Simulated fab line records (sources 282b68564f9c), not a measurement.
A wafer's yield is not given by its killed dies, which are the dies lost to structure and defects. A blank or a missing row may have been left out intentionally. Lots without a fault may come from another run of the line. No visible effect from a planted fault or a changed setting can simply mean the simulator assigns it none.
A lot that was struck, set against a sound lot	flow rit_cmos	16 steps out of a route of 202
Sound: the wafers L304.2, L304.4, L304.6. The struck wafers were L307.1, L307.3, L307.6. At the end, the cause is stated.
For every step that has rows: the tool of each side, followed by ch and its chambers, followed by its first start. Under that, the readings that differ: sound wafers	struck wafers	difference of the means	sigmas: that difference in standard deviations of wafers without a fault.
alike: words and numbers the same on both sides, and readings whose means are apart by under 2 such deviations; not compared: readings that were withheld, readings missing a value for some wafer, numbers with overlapping values and no deviation given by the record, and bounds like >300 which may hide the same value.
A row with sigmas, a row that says differs or no value, or rows on one side alone: a step with any of these is where the two part. Non-overlapping numbers with no deviation appear without sigmas and do not part them. A reading missing from all wafers of one side parts the sides only when that side holds two or more wafers.

first, 4 steps without rows for these wafers: RIT_ACTIVE_SOFTBAKE_07 (time 60 s); RIT_ACTIVE_EXPOSE_08 (exposes mask M1, target cd 1400 nm); RIT_ACTIVE_PEB_09; RIT_ACTIVE_DEVELOP_10 (develop time 50 s).
RIT_ACTIVE_CD_MEAS_11: target cd 1400 nm.
  sound on cd_sem-01, day 3 01:32; struck on cd_sem-02, day 3 16:31
  alike: cd_nm
then, 1 step without rows for these wafers: RIT_ACTIVE_HARDBAKE_12 (time 60 s).
RIT_ACTIVE_ETCH_13: etches Si3N4 in SF6, stops on SiO2, time 210 s, target depth 210 nm.
  sound on rie_diel-01 ch 0,2,3, day 3 01:47; struck on rie_diel-01 ch 1,3, day 3 16:47
  alike: drypump_motor_current_A, oes_product_au, throttle_valve_pct
  not compared: rf_hours_counter_h
RIT_ACTIVE_STRIP_14: strips in O2, time 180 s.
  sound on plasma_asher-01 ch 0,1, day 3 01:55; struck on plasma_asher-01 ch 0,1, day 3 16:56
  alike: drypump_motor_current_A
  not compared: rf_hours_counter_h
RIT_ACTIVE_CD_MEAS_90: target cd 1400 nm.
  sound on cd_sem-02, day 3 02:07; struck on cd_sem-01, day 3 17:06
  alike: cd_nm
then, 3 steps without rows for these wafers: RIT_ACTIVE_CLEAN_15 (cleans in SC1, time 600 s); RIT_ACTIVE_CLEAN_16 (cleans in dHF, time 30 s); RIT_ACTIVE_CLEAN_17 (cleans in SC2, time 600 s).
RIT_FOX1_OXIDATION_00: target thk 350.7 nm, ox time 1130 s.
  sound on furnace-01 ch 0, day 3 02:35; struck on furnace-01 ch 0, day 3 18:15
reading	sound	struck	difference	sigmas
spike_tc_centre_C (C)	1102.4 1099.7 1101.8	1086.7 1086.8 1087.2	-14.4	-10
spike_tc_load_C (C)	1122 1123 1125	1108 1106 1106	-17	-4
spike_tc_source_C (C)	1127.1 1127.1 1127.8	1115.6 1112.7 1113.8	-13.3	-6
tube_center_temp_C (C)	1099.9 1100.1 1099.9	1085.6 1085.5 1085.6	-14.4	-99 or more
tube_center_temp_C_max	1102.7 1102.5 1102.3	1088.1 1088.3 1088.1	-14.3	-31
zone_power_load_pct (%)	43.4 43.0 42.6	41.8 41.7 42.1	-1.1	-2
model.SiO2_of_FOX1_OXIDATION_00.thk_nm (nm)	350.7 348.9 349.9	329.1 324.3 330.2	-22.0	
RIT_FOX1_THK_MEAS_01:
  sound on film_metro-03, day 3 03:54; struck on film_metro-04, day 3 19:34
reading	sound	struck	difference	sigmas
FOX1_OXIDE_THK (nm)	350 349 350	329 324 330	-22	-4
then, 1 step without rows for these wafers: RIT_FOX1_WET_ETCH_02 (etches SiO2 in BOE, target depth 350 nm, time 390 s).
RIT_M1_PROBE_99:
  sound on prober-02, day 4 23:20; struck on prober-01, day 5 17:12
  alike: killed_at_contacts, killed_at_front_end, killed_dies, killed_open, killed_short
  not compared: model.etest.pplus_sal.width_nm, model.etest.nplus_sal.width_nm, model.etest.nldd.width_nm, model.etest.pldd.width_nm

== WHERE THEY PART ==
Earliest at RIT_FOX1_OXIDATION_00; latest, in this record, at RIT_FOX1_THK_MEAS_01. Later steps at which nothing parts them and some readings are alike: RIT_M1_PROBE_99.

WHY: what had been put in by the simulator
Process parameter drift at RIT_FOX1_OXIDATION_00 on furnace-01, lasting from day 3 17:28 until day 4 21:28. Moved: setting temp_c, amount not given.
